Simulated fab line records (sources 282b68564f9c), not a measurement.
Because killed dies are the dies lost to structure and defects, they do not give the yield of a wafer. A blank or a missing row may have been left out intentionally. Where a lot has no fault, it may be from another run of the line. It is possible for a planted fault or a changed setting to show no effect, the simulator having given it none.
Problem report, 8D (eight disciplines) form, completed by code | flow rit cmos | the parts of the form that need people (team, actions taken, sign-off) are left out

1. PROBLEM STATEMENT
GATE_POLY_THK at RIT_GATE_THK_MEAS_09 reads a mean of 257.8 nm on 9 wafers of 3 lots; wafers without a fault read 248.7 nm with a standard deviation of 1.7. Measured from the usual mean, that is +5.3 standard deviations.
Seen first at day 5 06:46 on film metro-01, wafer L143.1. Wafers with a number at this step in the record: 39, from 13 lots. Rule for "out", or "out of limits": more than 4 standard deviations from the usual mean. The other wafers with a number count as sound.

2. WHAT THIS IS AND IS NOT
question                    | is                           | is not
which readings at this step | GATE_POLY_THK                | -
which lots                  | L143, L144, L145             | L132, L133, L134, L135, L136, L137, L138, L152, L153, L155
which wafers of those lots  | all that have a number       | -
read on which gauges        | film metro-01, film metro-02 | film metro-03
when                        | from day 5 06:46             | up to then (21 sound wafers); but 9 sound wafers of L152, L153, L155 came after

3. THE SUSPECTS, EACH WITH WHAT RULES IT OUT
Counting: a tool stays on the suspect list if, at a process step up to the reading, it processed all lots that are out and no sound lot following the first of them.
- the gauge at RIT_GATE_THK_MEAS_09 has been ruled out. 2 gauges (film metro-01, film metro-02) read the wafers that are out.
- lpcvd-01 at RIT_GATE_CVD_08 (deposits poly-Si from SiH4, target thk 250 nm, time 2220 s): kept. All lots that are out passed through it, beginning with L143 at day 5 05:08, and no sound lot followed; its final sound lot before that point was L137 at day 3 15:56.
The count leaves lpcvd-01 at RIT_GATE_CVD_08.

4. THE CAUSE (what the simulator had put in)
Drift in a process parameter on lpcvd-01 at RIT_GATE_CVD_08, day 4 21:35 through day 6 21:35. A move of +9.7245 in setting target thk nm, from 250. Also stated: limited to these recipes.
Counting left only this tool.

5. THE EFFECT CHAIN, in route order
Rows list readings where the struck wafers' mean (over those with a number) sits beyond 3 standard deviations from the usual. Scope: only readings with a usual standard deviation given in the record; hours: median across lots of the time from each lot's start at the first step in this table that gives one to its start at this step; sigmas: change in usual standard deviations.
hours | step                 | reading       | usual    | on struck wafers | change | sigmas
0     | RIT_GATE_THK_MEAS_09 | GATE_POLY_THK | 248.7 nm | 257.8            | +9.1   | +5.3

6. WHAT WOULD HAVE CAUGHT IT SOONER
The first out-of-limits reading at a measuring or inspecting step in this record came at day 5 06:46, 9 hours after the fault's start at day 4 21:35.
No tool reading at RIT_GATE_CVD_08 that has a usual standard deviation in the record was out on any struck wafer, so an alarm limit of 4 standard deviations on those readings would not have fired.
Among the 3 lots that are out, L144, L145 began RIT_GATE_CVD_08 on lpcvd-01 after day 5 06:46. A hold on the tool at that time would have spared those 2.
